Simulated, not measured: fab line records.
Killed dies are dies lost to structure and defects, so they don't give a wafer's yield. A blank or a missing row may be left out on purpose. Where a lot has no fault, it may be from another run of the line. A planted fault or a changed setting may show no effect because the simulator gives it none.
One fault through the eyes of 2 desks / flow ritCmos / every desk sees just its own numbers, and what lay behind them comes last

## AT THE TOOL OWNER'S DESK: implanter-04
The tool's own readings at RIT_NWELL_IMPLANT_08, given as means over the sampled wafers that have a number, one for each lot that went through this tool. If a lot's mean is further than 4 standard deviations from the usual mean, the lot is out of limits and carries the mark OUT (the distance appears in the brackets).
Columns: A = doseIonsCm2 at RIT_NWELL_IMPLANT_08, usual 5e+13; B = faradayCurrentUA at RIT_NWELL_IMPLANT_08, usual 159; C = tiltDeg at RIT_NWELL_IMPLANT_08, usual 7.001 degrees
lot=L110; first seen here=day 1 20:32; A=5e+13; B=161; C=7.002
lot=L115; first seen here=day 2 22:04; A=5e+13; B=160; C=7.014
lot=L122; first seen here=day 4 09:18; A=5e+12 (-99 or more) OUT; B=16 (-46) OUT; C=6.998
lot=L123; first seen here=day 4 13:39; A=5e+12 (-99 or more) OUT; B=16 (-46) OUT; C=7.006
This desk's verdict: out of limits on L122, L123, starting with L122 at day 4 09:18 (doseIonsCm2 at RIT_NWELL_IMPLANT_08). Within limits: L110, L115.

## AT THE METROLOGY DESK
What the gauges read, lot by lot, whatever tool the lot ran on: means of the sampled wafers that have a number. If a lot's mean is further than 4 standard deviations from the usual mean, the lot is out of limits and carries the mark OUT (the distance appears in the brackets).
Columns: A = NWELL_TW at RIT_NWELL_TW_MEAS_10, usual 2153; B = NWELL_RS at RIT_WELLDRIVE_RS_MEAS_01, usual 275.6 ohm/sq; C = PRETRO_TW at RIT_PRETRO_TW_MEAS_10, usual 477; D = NLDD_OVL at RIT_NLDD_OVL_MEAS_06, usual 1.0 nm
lot=L110; first seen here=day 1 20:49; A=2160; B=275.3; C=473; D=0.9
lot=L111; first seen here=day 2 03:05; A=2133; B=276.4; C=475; D=-0.1
lot=L113; first seen here=day 2 13:53; A=2140; B=275.3; C=475; D=2.2
lot=L114; first seen here=day 2 17:38; A=2145; B=275.5; C=480; D=1.3
lot=L115; first seen here=day 2 22:23; A=2144; B=274.0; C=476; D=-0.4
lot=L117; first seen here=day 3 08:46; A=2179; B=276.1; C=473; D=0.6
lot=L119; first seen here=day 3 18:18; A=2154; B=276.6; C=474; D=2.3
lot=L122; first seen here=day 4 09:37; A=1012 (-88) OUT; B=1445.6 (+99 or more) OUT; C=476; D=1.9
lot=L123; first seen here=day 4 13:58; A=1020 (-87) OUT; B=1423.1 (+99 or more) OUT; C=470; D=1.5
lot=L125; first seen here=day 4 23:53; A=2134; B=275.3; C=473; D=1.2
lot=L128; first seen here=day 5 15:49; A=2153; B=275.3; C=479; D=1.7
lot=L131; first seen here=day 6 06:03; A=2165; B=274.9; C=479; D=0.1
lot=L132; first seen here=day 6 11:47; A=2157; B=275.3; C=480; D=1.9
lot=L133; first seen here=day 6 15:56; A=2165; B=274.9; C=480; D=0.8
This desk's result: L122, L123 out of limits, first on L122 (NWELL_TW at RIT_NWELL_TW_MEAS_10), day 4 09:37. Within limits: L110, L111, L113, L114, L115, L117, L119, L125, L128, L131, L132, L133.

## PUT TOGETHER
The tool owner's desk could have raised an alarm at day 4 09:18, on L122, L123.
An alarm was possible from the metrology desk at day 4 09:37, on L122, L123.
On implanter-04, each named lot ran RIT_NWELL_IMPLANT_08.

## WHAT HAD BEEN PUT IN BY THE SIMULATOR
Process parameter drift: implanter-04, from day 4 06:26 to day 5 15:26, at RIT_NWELL_IMPLANT_08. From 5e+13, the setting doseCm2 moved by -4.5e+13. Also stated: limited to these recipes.
Struck lots among those shown: L122, L123.
Counting hours from when the fault started, the first reading out of limits came at 3 for the tool owner's desk and at 3 for the metrology desk.
